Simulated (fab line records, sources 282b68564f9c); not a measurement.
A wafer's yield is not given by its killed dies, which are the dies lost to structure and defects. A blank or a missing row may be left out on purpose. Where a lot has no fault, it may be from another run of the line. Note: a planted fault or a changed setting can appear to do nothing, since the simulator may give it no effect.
Split-lot study | flow rit cmos | route with 202 steps; 5 lots, 23 wafers read

== SPLIT DETAILS ==
At RIT_M1_EXPOSE_06 (exposes mask M12, target cd 2600 nm), the setting dose mj was moved away from the recipe's 250 on 7 of the 23 wafers read, by -4.9% to +6.8%. The other wafers ran this setting at the recipe's value.

== FROM THE SPLIT TO THE READING: what the file shows between them, 7 steps ==
- RIT_M1_PEB_07
- RIT_M1_DEVELOP_08: develop time 68 s
- RIT_M1_CD_MEAS_09: target cd 2600 nm
- RIT_M1_HARDBAKE_11: time 120 s
- RIT_M1_METAL_ETCH_12: etches Al in Cl2/BCl3, stops on SiO2, time 165 s, target depth 600 nm
- RIT_M1_STRIP_13: strips in nmp, time 600 s (also split here: time s)
- RIT_M1_STRIP_14: strips in O2, time 180 s

== THE READING ==
cd nm, in nm, at RIT_M1_CD_MEAS_90 (target cd 2600 nm). Typical for fault-free wafers on this fab line: 2599 nm, with standard deviation 4 nm.

wafer  | tool, chamber at the split | dose mj as run | against the recipe | cd nm, nm | against lot-mates on the recipe
L081.1 | iline stepper-01, 0        | 242.9          | -2.8%              | 2609      | +8
L081.2 | iline stepper-01, 0        | 250            | recipe             | 2601      | -
L081.3 | iline stepper-01, 0        | 242.9          | -2.8%              | 2610      | +10
L081.4 | iline stepper-01, 0        | 250            | recipe             | 2600      | -
L081.6 | iline stepper-01, 0        | 242.9          | -2.8%              | 2610      | +10
L082.3 | iline stepper-01, 0        | 250            | recipe             | 2597      | -
L082.5 | iline stepper-01, 0        | 250            | recipe             | 2603      | -
L082.6 | iline stepper-01, 0        | 250            | recipe             | 2598      | -
L083.1 | iline stepper-01, 0        | 250            | recipe             | 2590      | -
L083.2 | iline stepper-01, 0        | 250            | recipe             | 2595      | -
L083.3 | iline stepper-01, 0        | 266.9          | +6.8%              | 2574      | -18
L083.4 | iline stepper-01, 0        | 250            | recipe             | 2590      | -
L083.5 | iline stepper-01, 0        | 266.9          | +6.8%              | 2571      | -21
L084.1 | iline stepper-02, 0        | 237.8          | -4.9%              | 2616      | +14
L084.2 | iline stepper-02, 0        | 250            | recipe             | 2603      | -
L084.3 | iline stepper-02, 0        | 250            | recipe             | 2604      | -
L084.4 | iline stepper-02, 0        | 237.8          | -4.9%              | 2617      | +15
L084.5 | iline stepper-02, 0        | 250            | recipe             | 2600      | -
L085.1 | iline stepper-02, 0        | 250            | recipe             | 2596      | -
L085.2 | iline stepper-02, 0        | 250            | recipe             | 2594      | -
L085.4 | iline stepper-02, 0        | 250            | recipe             | 2593      | -
L085.5 | iline stepper-02, 0        | 250            | recipe             | 2595      | -
L085.6 | iline stepper-02, 0        | 250            | recipe             | 2594      | -

THE FIT
A straight line over all 23 wafers: cd nm changes by -3.84 nm for each +1% of dose mj; r = -0.94; the points scatter about the line by 3.9 nm.
The same after taking each lot's own level away (the mean of its wafers on the recipe; 23 wafers): -2.91 nm for each +1%; r = -0.98; scatter 1.7 nm.
That fit puts the effect of the largest move of dose mj on the reading at 20 nm.
The lots' own levels span 2591.7 to 2602.3 nm, that is 2.7 times the standard deviation above.
Hence the slope depends on the lot-to-lot level, as the two fits are not the same.
Check: for one of the wafers moved furthest among these (+6.8%), held out of the fit, the line's prediction against its lot-mates is -20.5 nm. It came out at -17.7 nm against them.

== FURTHER SPLITS ON THESE WAFERS ==
These wafers also went through other splits before the reading. Each is held against what the fit with the lots' levels taken away leaves over:
other split on the same wafers  | wafers away from the commonest value | r with cd nm (lot level and that fit taken away)
RIT_NSD_COAT_01 spin rpm        | 5                                    | -0.20
RIT_PSD_COAT_01 resist thk nm   | 9                                    | -0.09
RIT_SILICIDE_SPUTTER_01 power w | 10                                   | +0.03
RIT_M1_STRIP_13 time s          | 15                                   | +0.06

== THE WHOLE CHAIN: every reading that the file lists as answering this split, in the file's order ==
step                 | what it does                                                          | reading                                                   | change (the file's fit)              | r (the file's)
RIT_M1_CD_MEAS_09    | target cd 2600 nm                                                     | cd nm                                                     | -2.89 nm for each +1% of the setting | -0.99
RIT_M1_METAL_ETCH_12 | etches Al in Cl2/BCl3, stops on SiO2, time 165 s, target depth 600 nm | M1.cd nm (the simulator's own value, which no gauge read) | -2.93 nm for each +1% of the setting | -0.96
RIT_M1_CD_MEAS_90    | target cd 2600 nm                                                     | cd nm                                                     | -2.94 nm for each +1% of the setting | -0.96

== FILE'S OWN FIT ==
cd nm changes by -2.94 nm for each +1% of dose mj, r = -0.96.
